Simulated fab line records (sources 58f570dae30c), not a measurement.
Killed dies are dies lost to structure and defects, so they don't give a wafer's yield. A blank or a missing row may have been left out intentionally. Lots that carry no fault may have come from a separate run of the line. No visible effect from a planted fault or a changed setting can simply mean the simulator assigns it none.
fab line records :: flow berkeley-cmos170
record
  lots=12
  wafers=36
  last-day=12
route steps=331 shown FIELD@126 PSD@181 V1@263 M2@273
lots untouched by any fault: they come from a run of this same line in which no faults occurred
start-h: the number of hours between the record's first day and the start of the first shown wafer of the lot :: wait-h: hours since the lot's step before :: " the same as in the row above :: L1.1+2: a single row standing in for several wafers :: - no value present, or no start provided :: * or withheld: withheld :: < > ~ a bound
route shown NAME@n: a module of which the file shows steps, and the number in the route of the first :: usual: mean and standard deviation over wafers with no fault :: same: alike in all rows :: chamber/n: place in a boat :: sites: readings site by site :: _std_site: how widely they spread, as a standard deviation :: _edge_site: outer sites' mean less inner sites' :: radius-mm: for every site, how far away it sits from the centre of the wafer :: mask NAME#n: copy n :: behind: the tool/chamber that last shaped the wafer :: hold: why the lot was held/for how many hours/how that ended :: device: the transistor (n, p or np) that didn't switch :: end of line: tests of these same wafers at the route's end :: a step with no rows: only its recipe :: killed: the dies lost at the first sort to structure and to defects; this is not the yield of the wafer :: map: dies across one wafer; x = killed, . = not, _ = none there
set.NAME: the setting as run; set.NAME@STEP: as run at that earlier step :: model.NAME: the simulator's own value behind a step, which no gauge read
steps of the route over a sample of lots; a table a step, a row a wafer
services: the hour from which a tool's chamber was out of use, counted from the record's first day as start-h (under 0 if before that day), plus the number of hours and why
## steps
# step UCB170_FIELD_THK_MEAS_91
# recipe
  reads=SiO2_of_FIELD_OXIDATION_01
# usual
  FIELD_OXIDE_LEFT_2_THK=350/12
lot.wafer: L503.1
tool: film-metro-04
chamber: -
start-h: 107.39
wait-h: 0.0
FIELD_OXIDE_LEFT_2_THK[nm]: 348

lot.wafer: L503.3
tool: film-metro-04
chamber: -
start-h: 107.39
wait-h: 0.0
FIELD_OXIDE_LEFT_2_THK[nm]: 353

lot.wafer: L503.6
tool: film-metro-04
chamber: -
start-h: 107.39
wait-h: 0.0
FIELD_OXIDE_LEFT_2_THK[nm]: 357

lot.wafer: L505.3
tool: film-metro-03
chamber: -
start-h: 119.12
wait-h: 0.0
FIELD_OXIDE_LEFT_2_THK[nm]: 342

lot.wafer: L505.4
tool: film-metro-03
chamber: -
start-h: 119.12
wait-h: 0.0
FIELD_OXIDE_LEFT_2_THK[nm]: 337

lot.wafer: L505.6
tool: film-metro-03
chamber: -
start-h: 119.12
wait-h: 0.0
FIELD_OXIDE_LEFT_2_THK[nm]: 337

lot.wafer: L504.1
tool: film-metro-04
chamber: -
start-h: 119.65
wait-h: 0.0
FIELD_OXIDE_LEFT_2_THK[nm]: 343

lot.wafer: L504.3
tool: film-metro-04
chamber: -
start-h: 119.65
wait-h: 0.0
FIELD_OXIDE_LEFT_2_THK[nm]: 347

lot.wafer: L504.5
tool: film-metro-04
chamber: -
start-h: 119.65
wait-h: 0.0
FIELD_OXIDE_LEFT_2_THK[nm]: 344

lot.wafer: L506.1
tool: film-metro-04
chamber: -
start-h: 119.93
wait-h: 0.0
FIELD_OXIDE_LEFT_2_THK[nm]: 350

lot.wafer: L506.3
tool: film-metro-04
chamber: -
start-h: 119.93
wait-h: 0.0
FIELD_OXIDE_LEFT_2_THK[nm]: 340

lot.wafer: L506.5
tool: film-metro-04
chamber: -
start-h: 119.93
wait-h: 0.0
FIELD_OXIDE_LEFT_2_THK[nm]: 349

lot.wafer: L507.1
tool: film-metro-03
chamber: -
start-h: 131.23
wait-h: 0.0
FIELD_OXIDE_LEFT_2_THK[nm]: 370

lot.wafer: L507.3
tool: film-metro-03
chamber: -
start-h: 131.23
wait-h: 0.0
FIELD_OXIDE_LEFT_2_THK[nm]: 355

lot.wafer: L507.5
tool: film-metro-03
chamber: -
start-h: 131.23
wait-h: 0.0
FIELD_OXIDE_LEFT_2_THK[nm]: 362

lot.wafer: L510.2
tool: film-metro-04
chamber: -
start-h: 156.40
wait-h: 0.0
FIELD_OXIDE_LEFT_2_THK[nm]: 350

lot.wafer: L510.4
tool: film-metro-04
chamber: -
start-h: 156.40
wait-h: 0.0
FIELD_OXIDE_LEFT_2_THK[nm]: 354

lot.wafer: L510.5
tool: film-metro-04
chamber: -
start-h: 156.40
wait-h: 0.0
FIELD_OXIDE_LEFT_2_THK[nm]: 351

lot.wafer: L511.3
tool: film-metro-03
chamber: -
start-h: 156.41
wait-h: 0.0
FIELD_OXIDE_LEFT_2_THK[nm]: 356

lot.wafer: L511.4
tool: film-metro-03
chamber: -
start-h: 156.41
wait-h: 0.0
FIELD_OXIDE_LEFT_2_THK[nm]: 361

lot.wafer: L511.6
tool: film-metro-03
chamber: -
start-h: 156.41
wait-h: 0.0
FIELD_OXIDE_LEFT_2_THK[nm]: 358

lot.wafer: L512.1
tool: film-metro-04
chamber: -
start-h: 163.39
wait-h: 0.0
FIELD_OXIDE_LEFT_2_THK[nm]: 351

lot.wafer: L512.3
tool: film-metro-04
chamber: -
start-h: 163.39
wait-h: 0.0
FIELD_OXIDE_LEFT_2_THK[nm]: 347

lot.wafer: L512.4
tool: film-metro-04
chamber: -
start-h: 163.39
wait-h: 0.0
FIELD_OXIDE_LEFT_2_THK[nm]: 348

lot.wafer: L517.1
tool: film-metro-04
chamber: -
start-h: 190.82
wait-h: 0.0
FIELD_OXIDE_LEFT_2_THK[nm]: 335

lot.wafer: L517.3
tool: film-metro-04
chamber: -
start-h: 190.82
wait-h: 0.0
FIELD_OXIDE_LEFT_2_THK[nm]: 337

lot.wafer: L517.5
tool: film-metro-04
chamber: -
start-h: 190.82
wait-h: 0.0
FIELD_OXIDE_LEFT_2_THK[nm]: 335

lot.wafer: L518.1
tool: film-metro-04
chamber: -
start-h: 191.05
wait-h: 0.0
FIELD_OXIDE_LEFT_2_THK[nm]: 346

lot.wafer: L518.3
tool: film-metro-04
chamber: -
start-h: 191.05
wait-h: 0.0
FIELD_OXIDE_LEFT_2_THK[nm]: 350

lot.wafer: L518.4
tool: film-metro-04
chamber: -
start-h: 191.05
wait-h: 0.0
FIELD_OXIDE_LEFT_2_THK[nm]: 336

lot.wafer: L520.1
tool: film-metro-03
chamber: -
start-h: 196.27
wait-h: 0.0
FIELD_OXIDE_LEFT_2_THK[nm]: 368

lot.wafer: L520.2
tool: film-metro-03
chamber: -
start-h: 196.27
wait-h: 0.0
FIELD_OXIDE_LEFT_2_THK[nm]: 363

lot.wafer: L520.6
tool: film-metro-03
chamber: -
start-h: 196.27
wait-h: 0.0
FIELD_OXIDE_LEFT_2_THK[nm]: 376

lot.wafer: L523.3
tool: film-metro-02
chamber: -
start-h: 224.57
wait-h: 0.0
FIELD_OXIDE_LEFT_2_THK[nm]: 354

lot.wafer: L523.4
tool: film-metro-02
chamber: -
start-h: 224.57
wait-h: 0.0
FIELD_OXIDE_LEFT_2_THK[nm]: 356

lot.wafer: L523.5
tool: film-metro-02
chamber: -
start-h: 224.57
wait-h: 0.0
FIELD_OXIDE_LEFT_2_THK[nm]: 359
# step UCB170_PSD_CD_MEAS_06
# recipe
  target-cd-nm=1200
# usual
  cd-nm=1200.3/1.3
lot.wafer: L503.1
tool: cd-sem-01
chamber: -
start-h: 130.48
wait-h: -
cd-nm: 1197.0

lot.wafer: L503.3
tool: cd-sem-01
chamber: -
start-h: 130.48
wait-h: -
cd-nm: 1198.6

lot.wafer: L503.6
tool: cd-sem-01
chamber: -
start-h: 130.48
wait-h: -
cd-nm: 1197.4

lot.wafer: L506.1
tool: cd-sem-01
chamber: -
start-h: 142.61
wait-h: -
cd-nm: 1202.1

lot.wafer: L506.3
tool: cd-sem-01
chamber: -
start-h: 142.61
wait-h: -
cd-nm: 1202.0

lot.wafer: L506.5
tool: cd-sem-01
chamber: -
start-h: 142.61
wait-h: -
cd-nm: 1201.9

lot.wafer: L505.3
tool: cd-sem-02
chamber: -
start-h: 142.70
wait-h: -
cd-nm: 1201.5

lot.wafer: L505.4
tool: cd-sem-02
chamber: -
start-h: 142.70
wait-h: -
cd-nm: 1200.3

lot.wafer: L505.6
tool: cd-sem-02
chamber: -
start-h: 142.70
wait-h: -
cd-nm: 1200.1

lot.wafer: L504.1
tool: cd-sem-02
chamber: -
start-h: 142.91
wait-h: -
cd-nm: 1200.5

lot.wafer: L504.3
tool: cd-sem-02
chamber: -
start-h: 142.91
wait-h: -
cd-nm: 1201.5

lot.wafer: L504.5
tool: cd-sem-02
chamber: -
start-h: 142.91
wait-h: -
cd-nm: 1200.4

lot.wafer: L507.1
tool: cd-sem-01
chamber: -
start-h: 157.88
wait-h: -
cd-nm: 1200.6

lot.wafer: L507.3
tool: cd-sem-01
chamber: -
start-h: 157.88
wait-h: -
cd-nm: 1200.5

lot.wafer: L507.5
tool: cd-sem-01
chamber: -
start-h: 157.88
wait-h: -
cd-nm: 1200.8

lot.wafer: L510.2
tool: cd-sem-02
chamber: -
start-h: 177.21
wait-h: -
cd-nm: 1201.5

lot.wafer: L510.4
tool: cd-sem-02
chamber: -
start-h: 177.21
wait-h: -
cd-nm: 1201.4

lot.wafer: L510.5
tool: cd-sem-02
chamber: -
start-h: 177.21
wait-h: -
cd-nm: 1202.3

lot.wafer: L511.3
tool: cd-sem-01
chamber: -
start-h: 177.51
wait-h: -
cd-nm: 1199.9

lot.wafer: L511.4
tool: cd-sem-01
chamber: -
start-h: 177.51
wait-h: -
cd-nm: 1199.0

lot.wafer: L511.6
tool: cd-sem-01
chamber: -
start-h: 177.51
wait-h: -
cd-nm: 1200.7

lot.wafer: L512.1
tool: cd-sem-01
chamber: -
start-h: 187.39
wait-h: -
cd-nm: 1201.0

lot.wafer: L512.3
tool: cd-sem-01
chamber: -
start-h: 187.39
wait-h: -
cd-nm: 1200.7

lot.wafer: L512.4
tool: cd-sem-01
chamber: -
start-h: 187.39
wait-h: -
cd-nm: 1201.0

lot.wafer: L518.1
tool: cd-sem-02
chamber: -
start-h: 216.94
wait-h: -
cd-nm: 1200.2

lot.wafer: L518.3
tool: cd-sem-02
chamber: -
start-h: 216.94
wait-h: -
cd-nm: 1199.3

lot.wafer: L518.4
tool: cd-sem-02
chamber: -
start-h: 216.94
wait-h: -
cd-nm: 1200.5

lot.wafer: L517.1
tool: cd-sem-02
chamber: -
start-h: 217.19
wait-h: -
cd-nm: 1202.0

lot.wafer: L517.3
tool: cd-sem-02
chamber: -
start-h: 217.19
wait-h: -
cd-nm: 1200.1

lot.wafer: L517.5
tool: cd-sem-02
chamber: -
start-h: 217.19
wait-h: -
cd-nm: 1200.2

lot.wafer: L520.1
tool: cd-sem-01
chamber: -
start-h: 217.43
wait-h: -
cd-nm: 1199.8

lot.wafer: L520.2
tool: cd-sem-01
chamber: -
start-h: 217.43
wait-h: -
cd-nm: 1200.0

lot.wafer: L520.6
tool: cd-sem-01
chamber: -
start-h: 217.43
wait-h: -
cd-nm: 1201.9

lot.wafer: L523.3
tool: cd-sem-02
chamber: -
start-h: 248.55
wait-h: -
cd-nm: 1201.0

lot.wafer: L523.4
tool: cd-sem-02
chamber: -
start-h: 248.55
wait-h: -
cd-nm: 1199.4

lot.wafer: L523.5
tool: cd-sem-02
chamber: -
start-h: 248.55
wait-h: -
cd-nm: 1200.3
# step UCB170_V1_EXPOSE_09
# recipe
  mask-id=VIA1
  target-cd-nm=700
  na=0.5
  sigma-outer=0.6
  source-shape=conventional
  dose-mj=37
# usual
  exposure-dose-mJ-cm2=36.99/0.039
# same
  na=0.5
lot.wafer: L503.1
tool: krf-scanner-02
chamber: 0
start-h: 148.54
wait-h: 0.1
mask: VIA1#0
exposure-dose-mJ-cm2: 36.98

lot.wafer: L503.3
tool: krf-scanner-02
chamber: 0
start-h: 148.54
wait-h: 0.1
mask: VIA1#0
exposure-dose-mJ-cm2: 36.96

lot.wafer: L503.6
tool: krf-scanner-02
chamber: 0
start-h: 148.54
wait-h: 0.1
mask: VIA1#0
exposure-dose-mJ-cm2: 36.95

lot.wafer: L506.1
tool: krf-scanner-02
chamber: 0
start-h: 159.07
wait-h: 0.1
mask: VIA1#0
exposure-dose-mJ-cm2: 37.00

lot.wafer: L506.3
tool: krf-scanner-02
chamber: 0
start-h: 159.07
wait-h: 0.1
mask: VIA1#0
exposure-dose-mJ-cm2: 36.96

lot.wafer: L506.5
tool: krf-scanner-02
chamber: 0
start-h: 159.07
wait-h: 0.1
mask: VIA1#0
exposure-dose-mJ-cm2: 36.99

lot.wafer: L505.3
tool: krf-scanner-01
chamber: 0
start-h: 160.04
wait-h: 0.2
mask: VIA1#0
exposure-dose-mJ-cm2: 36.97

lot.wafer: L505.4
tool: krf-scanner-01
chamber: 0
start-h: 160.04
wait-h: 0.2
mask: VIA1#0
exposure-dose-mJ-cm2: 37.00

lot.wafer: L505.6
tool: krf-scanner-01
chamber: 0
start-h: 160.04
wait-h: 0.2
mask: VIA1#0
exposure-dose-mJ-cm2: 37.04

lot.wafer: L504.1
tool: krf-scanner-02
chamber: 0
start-h: 160.64
wait-h: 0.2
mask: VIA1#0
exposure-dose-mJ-cm2: 36.96

lot.wafer: L504.3
tool: krf-scanner-02
chamber: 0
start-h: 160.64
wait-h: 0.2
mask: VIA1#0
exposure-dose-mJ-cm2: 36.97

lot.wafer: L504.5
tool: krf-scanner-02
chamber: 0
start-h: 160.64
wait-h: 0.2
mask: VIA1#0
exposure-dose-mJ-cm2: 37.00

lot.wafer: L507.1
tool: krf-scanner-02
chamber: 0
start-h: 174.74
wait-h: 0.1
mask: VIA1#0
exposure-dose-mJ-cm2: 33.09

lot.wafer: L507.3
tool: krf-scanner-02
chamber: 0
start-h: 174.74
wait-h: 0.1
mask: VIA1#0
exposure-dose-mJ-cm2: 33.15

lot.wafer: L507.5
tool: krf-scanner-02
chamber: 0
start-h: 174.74
wait-h: 0.1
mask: VIA1#0
exposure-dose-mJ-cm2: 33.14

lot.wafer: L510.2
tool: krf-scanner-01
chamber: 0
start-h: 195.20
wait-h: 0.1
mask: VIA1#0
exposure-dose-mJ-cm2: 37.05

lot.wafer: L510.4
tool: krf-scanner-01
chamber: 0
start-h: 195.20
wait-h: 0.1
mask: VIA1#0
exposure-dose-mJ-cm2: 37.01

lot.wafer: L510.5
tool: krf-scanner-01
chamber: 0
start-h: 195.20
wait-h: 0.1
mask: VIA1#0
exposure-dose-mJ-cm2: 37.00

lot.wafer: L511.3
tool: krf-scanner-02
chamber: 0
start-h: 195.53
wait-h: 0.4
mask: VIA1#0
exposure-dose-mJ-cm2: 33.88

lot.wafer: L511.4
tool: krf-scanner-02
chamber: 0
start-h: 195.53
wait-h: 0.4
mask: VIA1#0
exposure-dose-mJ-cm2: 34.00

lot.wafer: L511.6
tool: krf-scanner-02
chamber: 0
start-h: 195.53
wait-h: 0.4
mask: VIA1#0
exposure-dose-mJ-cm2: 33.93

lot.wafer: L512.1
tool: krf-scanner-01
chamber: 0
start-h: 205.15
wait-h: 0.2
mask: VIA1#0
exposure-dose-mJ-cm2: 37.05

lot.wafer: L512.3
tool: krf-scanner-01
chamber: 0
start-h: 205.15
wait-h: 0.2
mask: VIA1#0
exposure-dose-mJ-cm2: 37.05

lot.wafer: L512.4
tool: krf-scanner-01
chamber: 0
start-h: 205.15
wait-h: 0.2
mask: VIA1#0
exposure-dose-mJ-cm2: 36.99

lot.wafer: L518.1
tool: krf-scanner-01
chamber: 0
start-h: 234.49
wait-h: 0.2
mask: VIA1#0
exposure-dose-mJ-cm2: 36.98

lot.wafer: L518.3
tool: krf-scanner-01
chamber: 0
start-h: 234.49
wait-h: 0.2
mask: VIA1#0
exposure-dose-mJ-cm2: 37.00

lot.wafer: L518.4
tool: krf-scanner-01
chamber: 0
start-h: 234.49
wait-h: 0.2
mask: VIA1#0
exposure-dose-mJ-cm2: 37.04

lot.wafer: L517.1
tool: krf-scanner-01
chamber: 0
start-h: 234.61
wait-h: 0.4
mask: VIA1#0
exposure-dose-mJ-cm2: 37.02

lot.wafer: L517.3
tool: krf-scanner-01
chamber: 0
start-h: 234.61
wait-h: 0.4
mask: VIA1#0
exposure-dose-mJ-cm2: 37.09

lot.wafer: L517.5
tool: krf-scanner-01
chamber: 0
start-h: 234.61
wait-h: 0.4
mask: VIA1#0
exposure-dose-mJ-cm2: 37.02

lot.wafer: L520.1
tool: krf-scanner-01
chamber: 0
start-h: 236.15
wait-h: 0.1
mask: VIA1#0
exposure-dose-mJ-cm2: 37.01

lot.wafer: L520.2
tool: krf-scanner-01
chamber: 0
start-h: 236.15
wait-h: 0.1
mask: VIA1#0
exposure-dose-mJ-cm2: 36.95

lot.wafer: L520.6
tool: krf-scanner-01
chamber: 0
start-h: 236.15
wait-h: 0.1
mask: VIA1#0
exposure-dose-mJ-cm2: 36.95

lot.wafer: L523.3
tool: krf-scanner-01
chamber: 0
start-h: 267.74
wait-h: 0.2
mask: VIA1#0
exposure-dose-mJ-cm2: 36.97

lot.wafer: L523.4
tool: krf-scanner-01
chamber: 0
start-h: 267.74
wait-h: 0.2
mask: VIA1#0
exposure-dose-mJ-cm2: 36.97

lot.wafer: L523.5
tool: krf-scanner-01
chamber: 0
start-h: 267.74
wait-h: 0.2
mask: VIA1#0
exposure-dose-mJ-cm2: 37.02
# step UCB170_V1_CD_MEAS_12
# recipe
  target-cd-nm=700
# usual
  cd-nm=699.3/1.3
lot.wafer: L503.1
tool: cd-sem-02
chamber: -
start-h: 148.94
wait-h: -
cd-nm: 700.9

lot.wafer: L503.3
tool: cd-sem-02
chamber: -
start-h: 148.94
wait-h: -
cd-nm: 702.1

lot.wafer: L503.6
tool: cd-sem-02
chamber: -
start-h: 148.94
wait-h: -
cd-nm: 700.7

lot.wafer: L506.1
tool: cd-sem-01
chamber: -
start-h: 159.79
wait-h: -
cd-nm: 699.3

lot.wafer: L506.3
tool: cd-sem-01
chamber: -
start-h: 159.79
wait-h: -
cd-nm: 699.0

lot.wafer: L506.5
tool: cd-sem-01
chamber: -
start-h: 159.79
wait-h: -
cd-nm: 699.9

lot.wafer: L505.3
tool: cd-sem-02
chamber: -
start-h: 160.83
wait-h: -
cd-nm: 700.0

lot.wafer: L505.4
tool: cd-sem-02
chamber: -
start-h: 160.83
wait-h: -
cd-nm: 700.6

lot.wafer: L505.6
tool: cd-sem-02
chamber: -
start-h: 160.83
wait-h: -
cd-nm: 698.6

lot.wafer: L504.1
tool: cd-sem-02
chamber: -
start-h: 161.25
wait-h: -
cd-nm: 698.7

lot.wafer: L504.3
tool: cd-sem-02
chamber: -
start-h: 161.25
wait-h: -
cd-nm: 697.5

lot.wafer: L504.5
tool: cd-sem-02
chamber: -
start-h: 161.25
wait-h: -
cd-nm: 699.0

lot.wafer: L507.1
tool: cd-sem-02
chamber: -
start-h: 175.14
wait-h: -
cd-nm: 679.3

lot.wafer: L507.3
tool: cd-sem-02
chamber: -
start-h: 175.14
wait-h: -
cd-nm: 679.7

lot.wafer: L507.5
tool: cd-sem-02
chamber: -
start-h: 175.14
wait-h: -
cd-nm: 678.8

lot.wafer: L510.2
tool: cd-sem-01
chamber: -
start-h: 195.59
wait-h: -
cd-nm: 701.0

lot.wafer: L510.4
tool: cd-sem-01
chamber: -
start-h: 195.59
wait-h: -
cd-nm: 700.1

lot.wafer: L510.5
tool: cd-sem-01
chamber: -
start-h: 195.59
wait-h: -
cd-nm: 701.0

lot.wafer: L511.3
tool: cd-sem-02
chamber: -
start-h: 196.12
wait-h: -
cd-nm: 681.8

lot.wafer: L511.4
tool: cd-sem-02
chamber: -
start-h: 196.12
wait-h: -
cd-nm: 680.9

lot.wafer: L511.6
tool: cd-sem-02
chamber: -
start-h: 196.12
wait-h: -
cd-nm: 682.2

lot.wafer: L512.1
tool: cd-sem-01
chamber: -
start-h: 205.55
wait-h: -
cd-nm: 700.1

lot.wafer: L512.3
tool: cd-sem-01
chamber: -
start-h: 205.55
wait-h: -
cd-nm: 699.9

lot.wafer: L512.4
tool: cd-sem-01
chamber: -
start-h: 205.55
wait-h: -
cd-nm: 699.1

lot.wafer: L518.1
tool: cd-sem-01
chamber: -
start-h: 234.92
wait-h: -
cd-nm: 699.5

lot.wafer: L518.3
tool: cd-sem-01
chamber: -
start-h: 234.92
wait-h: -
cd-nm: 698.8

lot.wafer: L518.4
tool: cd-sem-01
chamber: -
start-h: 234.92
wait-h: -
cd-nm: 700.9

lot.wafer: L517.1
tool: cd-sem-01
chamber: -
start-h: 235.11
wait-h: -
cd-nm: 699.4

lot.wafer: L517.3
tool: cd-sem-01
chamber: -
start-h: 235.11
wait-h: -
cd-nm: 700.3

lot.wafer: L517.5
tool: cd-sem-01
chamber: -
start-h: 235.11
wait-h: -
cd-nm: 699.0

lot.wafer: L520.1
tool: cd-sem-02
chamber: -
start-h: 236.60
wait-h: -
cd-nm: 699.9

lot.wafer: L520.2
tool: cd-sem-02
chamber: -
start-h: 236.60
wait-h: -
cd-nm: 699.2

lot.wafer: L520.6
tool: cd-sem-02
chamber: -
start-h: 236.60
wait-h: -
cd-nm: 699.7

lot.wafer: L523.3
tool: cd-sem-02
chamber: -
start-h: 268.14
wait-h: -
cd-nm: 699.2

lot.wafer: L523.4
tool: cd-sem-02
chamber: -
start-h: 268.14
wait-h: -
cd-nm: 698.9

lot.wafer: L523.5
tool: cd-sem-02
chamber: -
start-h: 268.14
wait-h: -
cd-nm: 700.8
# step UCB170_M2_RS_MEAS_02
# recipe
  thk-meas-gauge=four-point-probe
  reads=Al_of_M2_SPUTTER_01
# usual
  M2_AL_RS=0.0314/0.00033
lot.wafer: L503.1
tool: film-metro-04
chamber: -
start-h: 149.64
wait-h: 0.0
M2_AL_RS[ohm/sq]: 0.0313

lot.wafer: L503.3
tool: film-metro-04
chamber: -
start-h: 149.64
wait-h: 0.0
M2_AL_RS[ohm/sq]: 0.0311

lot.wafer: L503.6
tool: film-metro-04
chamber: -
start-h: 149.64
wait-h: 0.0
M2_AL_RS[ohm/sq]: 0.0311

lot.wafer: L506.1
tool: film-metro-04
chamber: -
start-h: 160.50
wait-h: 0.0
M2_AL_RS[ohm/sq]: 0.0318

lot.wafer: L506.3
tool: film-metro-04
chamber: -
start-h: 160.50
wait-h: 0.0
M2_AL_RS[ohm/sq]: 0.0314

lot.wafer: L506.5
tool: film-metro-04
chamber: -
start-h: 160.50
wait-h: 0.0
M2_AL_RS[ohm/sq]: 0.0314

lot.wafer: L505.3
tool: film-metro-03
chamber: -
start-h: 161.54
wait-h: 0.1
M2_AL_RS[ohm/sq]: 0.0319

lot.wafer: L505.4
tool: film-metro-03
chamber: -
start-h: 161.54
wait-h: 0.1
M2_AL_RS[ohm/sq]: 0.0318

lot.wafer: L505.6
tool: film-metro-03
chamber: -
start-h: 161.54
wait-h: 0.1
M2_AL_RS[ohm/sq]: 0.0317

lot.wafer: L504.1
tool: film-metro-04
chamber: -
start-h: 161.97
wait-h: 0.1
M2_AL_RS[ohm/sq]: 0.0318

lot.wafer: L504.3
tool: film-metro-04
chamber: -
start-h: 161.97
wait-h: 0.1
M2_AL_RS[ohm/sq]: 0.0319

lot.wafer: L504.5
tool: film-metro-04
chamber: -
start-h: 161.97
wait-h: 0.1
M2_AL_RS[ohm/sq]: 0.0318

lot.wafer: L507.1
tool: film-metro-04
chamber: -
start-h: 175.84
wait-h: 0.0
M2_AL_RS[ohm/sq]: 0.0315

lot.wafer: L507.3
tool: film-metro-04
chamber: -
start-h: 175.84
wait-h: 0.0
M2_AL_RS[ohm/sq]: 0.0315

lot.wafer: L507.5
tool: film-metro-04
chamber: -
start-h: 175.84
wait-h: 0.0
M2_AL_RS[ohm/sq]: 0.0314

lot.wafer: L510.2
tool: film-metro-04
chamber: -
start-h: 196.29
wait-h: 0.1
M2_AL_RS[ohm/sq]: 0.0315

lot.wafer: L510.4
tool: film-metro-04
chamber: -
start-h: 196.29
wait-h: 0.1
M2_AL_RS[ohm/sq]: 0.0316

lot.wafer: L510.5
tool: film-metro-04
chamber: -
start-h: 196.29
wait-h: 0.1
M2_AL_RS[ohm/sq]: 0.0316

lot.wafer: L511.3
tool: film-metro-03
chamber: -
start-h: 196.82
wait-h: 0.1
M2_AL_RS[ohm/sq]: 0.0314

lot.wafer: L511.4
tool: film-metro-03
chamber: -
start-h: 196.82
wait-h: 0.1
M2_AL_RS[ohm/sq]: 0.0310

lot.wafer: L511.6
tool: film-metro-03
chamber: -
start-h: 196.82
wait-h: 0.1
M2_AL_RS[ohm/sq]: 0.0311

lot.wafer: L512.1
tool: film-metro-03
chamber: -
start-h: 206.26
wait-h: 0.0
M2_AL_RS[ohm/sq]: 0.0311

lot.wafer: L512.3
tool: film-metro-03
chamber: -
start-h: 206.26
wait-h: 0.0
M2_AL_RS[ohm/sq]: 0.0312

lot.wafer: L512.4
tool: film-metro-03
chamber: -
start-h: 206.26
wait-h: 0.0
M2_AL_RS[ohm/sq]: 0.0312

lot.wafer: L518.1
tool: film-metro-02
chamber: -
start-h: 235.62
wait-h: 0.0
M2_AL_RS[ohm/sq]: 0.0318

lot.wafer: L518.3
tool: film-metro-02
chamber: -
start-h: 235.62
wait-h: 0.0
M2_AL_RS[ohm/sq]: 0.0314

lot.wafer: L518.4
tool: film-metro-02
chamber: -
start-h: 235.62
wait-h: 0.0
M2_AL_RS[ohm/sq]: 0.0319

lot.wafer: L517.1
tool: film-metro-04
chamber: -
start-h: 235.81
wait-h: 0.0
M2_AL_RS[ohm/sq]: 0.0313

lot.wafer: L517.3
tool: film-metro-04
chamber: -
start-h: 235.81
wait-h: 0.0
M2_AL_RS[ohm/sq]: 0.0312

lot.wafer: L517.5
tool: film-metro-04
chamber: -
start-h: 235.81
wait-h: 0.0
M2_AL_RS[ohm/sq]: 0.0307

lot.wafer: L520.1
tool: film-metro-03
chamber: -
start-h: 237.31
wait-h: 0.0
M2_AL_RS[ohm/sq]: 0.0314

lot.wafer: L520.2
tool: film-metro-03
chamber: -
start-h: 237.31
wait-h: 0.0
M2_AL_RS[ohm/sq]: 0.0313

lot.wafer: L520.6
tool: film-metro-03
chamber: -
start-h: 237.31
wait-h: 0.0
M2_AL_RS[ohm/sq]: 0.0313

lot.wafer: L523.3
tool: film-metro-03
chamber: -
start-h: 268.84
wait-h: 0.1
M2_AL_RS[ohm/sq]: 0.0321

lot.wafer: L523.4
tool: film-metro-03
chamber: -
start-h: 268.84
wait-h: 0.1
M2_AL_RS[ohm/sq]: 0.0315

lot.wafer: L523.5
tool: film-metro-03
chamber: -
start-h: 268.84
wait-h: 0.1
M2_AL_RS[ohm/sq]: 0.0322
## services
tool: krf-scanner-01
chamber: -
start-h: 144.92
hours: 1.3
kind: pm

tool: krf-scanner-01
chamber: -
start-h: 151.91
hours: 0.8
kind: pm

tool: krf-scanner-02
chamber: -
start-h: 196.03
hours: 1.0
kind: pm

tool: krf-scanner-02
chamber: -
start-h: 202.76
hours: 1.3
kind: pm

tool: krf-scanner-01
chamber: -
start-h: 205.45
hours: 1.0
kind: pm

tool: krf-scanner-02
chamber: 0
start-h: 225.20
hours: -
kind: calibration

tool: krf-scanner-02
chamber: -
start-h: 230.93
hours: 0.8
kind: pm

tool: krf-scanner-02
chamber: -
start-h: 240.39
hours: 1.4
kind: repair
## key
first-sign
  step=UCB170_V1_EXPOSE_09
  reading=exposure-dose-mJ-cm2
  direction=down
  sigmas=90
  usual=36.99
  struck=33.53
effect
  step=UCB170_V1_CD_MEAS_12
  reading=cd-nm
  direction=down
  sigmas=15
  usual=699.3
  struck=680.5
  through=control-loop
met-at UCB170_V1_EXPOSE_09
struck-lots L507,L511
loop-trim
  step=UCB170_V1_EXPOSE_09
  setting=dose
  lots=L511
not-acting-at UCB170_FIELD_THK_MEAS_91,UCB170_PSD_CD_MEAS_06,UCB170_M2_RS_MEAS_02
onset-between 160.64 174.74
fault
  kind=process-parameter-drift
  tool=krf-scanner-02
  chamber=-
  onset-h=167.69
  steps=UCB170_V1_EXPOSE_09
  channel=dose-mj
  offset=-3.8383
  shape=step
  acts-in=these-recipes-only
  stated=37
# loop-trim: a control loop set the setting to another value than it would have without faults
